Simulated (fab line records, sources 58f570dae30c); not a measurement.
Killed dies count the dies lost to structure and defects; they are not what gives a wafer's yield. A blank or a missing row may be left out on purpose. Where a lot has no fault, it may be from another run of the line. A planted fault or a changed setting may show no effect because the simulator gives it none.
What tool caused it? | flow berkeley cmos170 | 13 lots, 39 wafers sampled, at 3 steps of a route of 331

WHAT THE GAUGES READ, wafer by wafer
UCB170_M2_CD_MEAS_90 targets a cd of 700 nm. Usual: cd nm 700 nm, standard deviation 3.8.
lot  | measured     | on        | cd nm (nm)  | flag
L782 | day 8 06:01  | cd sem-02 | 700 703 694 |
L781 | day 9 01:26  | cd sem-01 | 694 695 700 |
L783 | day 9 02:14  | cd sem-01 | 705 705 705 |
L784 | day 9 00:17  | cd sem-02 | 702 702 701 |
L785 | day 9 00:38  | cd sem-01 | 695 700 693 |
L786 | day 9 01:18  | cd sem-02 | 702 705 704 |
L787 | day 9 17:09  | cd sem-02 | 700 694 702 |
L788 | day 10 01:42 | cd sem-02 | 701 697 701 |
L789 | day 10 06:23 | cd sem-02 | 701 697 702 |
L790 | day 10 06:16 | cd sem-02 | 703 708 707 |
L793 | day 10 18:44 | cd sem-01 | 699 694 703 |
L798 | day 12 11:13 | cd sem-02 | 693 691 696 |
L799 | day 12 13:52 | cd sem-02 | 705 703 704 |

UCB170_V2_THK_MEAS_01. Usual: V2_TEOS_THK 2001 nm, standard deviation 24.
lot  | measured     | on            | V2_TEOS_THK (nm) | flag
L782 | day 8 06:17  | film metro-04 | 1951 2026 1989   |
L781 | day 9 01:41  | film metro-04 | 1990 2035 2013   |
L783 | day 9 02:31  | film metro-02 | 1955 2021 2018   |
L784 | day 9 00:34  | film metro-04 | 1984 1971 2040   |
L785 | day 9 00:55  | film metro-03 | 1981 1986 1955   |
L786 | day 9 01:34  | film metro-03 | 1993 1976 1998   |
L787 | day 9 17:25  | film metro-04 | 2026 1978 2022   |
L788 | day 10 01:58 | film metro-03 | 1978 2034 1999   |
L789 | day 10 06:39 | film metro-04 | 1968 2005 2013   |
L790 | day 10 06:32 | film metro-02 | 1986 2013 2016   |
L793 | day 10 19:01 | film metro-04 | 1996 1964 2021   |
L798 | day 12 11:29 | film metro-03 | 1977 1996 2004   |
L799 | day 12 14:08 | film metro-03 | 1970 2033 2014   |

TOOL THAT RAN EACH LOT (tool first, then ch and the chambers of the sampled wafers, then the start)
lot  | UCB170_PWELL_CVD_05
L782 | lpcvd-02 ch 1, day 3 04:09
L781 | lpcvd-02 ch 1, day 3 09:29
L783 | lpcvd-02 ch 0, day 3 09:29
L784 | lpcvd-02 ch 1, day 3 20:44
L785 | lpcvd-02 ch 1, day 3 20:44
L786 | lpcvd-02 ch 1, day 3 20:44
L787 | lpcvd-01 ch 0, day 4 12:37
L788 | lpcvd-02 ch 1, day 4 19:24
L789 | lpcvd-02 ch 0, day 4 19:24
L790 | lpcvd-02 ch 0, day 5 00:04
L793 | lpcvd-02 ch 0, day 5 11:45
L798 | lpcvd-02 ch 0, day 7 00:37
L799 | lpcvd-02 ch 1, day 7 00:37
- UCB170_PWELL_CVD_05: deposits Si3N4 from SiH2Cl2/NH3, target thk 220 nm, time 3300 s.

AS READ BY THE TOOLS THEMSELVES (means over the sampled wafers that have a number; for cases with no such wafer, the mark the record gives instead)
UCB170_PWELL_CVD_05. Usual: zone power centre pct 34 %, standard deviation 3.2.
lot  | tool     | zone power centre pct (%) | flag
L782 | lpcvd-02 | 35                        |
L781 | lpcvd-02 | 35                        |
L783 | lpcvd-02 | 32                        |
L784 | lpcvd-02 | 35                        |
L785 | lpcvd-02 | 35                        |
L786 | lpcvd-02 | 35                        |
L787 | lpcvd-01 | 31                        |
L788 | lpcvd-02 | 35                        |
L789 | lpcvd-02 | 32                        |
L790 | lpcvd-02 | 33                        |
L793 | lpcvd-02 | 32                        |
L798 | lpcvd-02 | 32                        |
L799 | lpcvd-02 | 35                        |

THE ANSWER, worked out from the rows above alone
Rule: take the mean of a lot's wafers that have a number; if it is more than 3 standard deviations from the usual mean, the lot is off. A lot without any number at a reading at which 4 lots or more have one is off too. All remaining lots with rows at the step are treated as sound. Order of review: gauges by route order, followed by the tools' own readings, for which a lot's mean as printed above is used. The first step at which some lot is off is used, and at that step the reading that is off furthest; a lot without a number counts as furthest.
Across all readings shown, no lot is off: no conclusion can be drawn from this.

WHAT THE SIMULATOR HAD PUT IN
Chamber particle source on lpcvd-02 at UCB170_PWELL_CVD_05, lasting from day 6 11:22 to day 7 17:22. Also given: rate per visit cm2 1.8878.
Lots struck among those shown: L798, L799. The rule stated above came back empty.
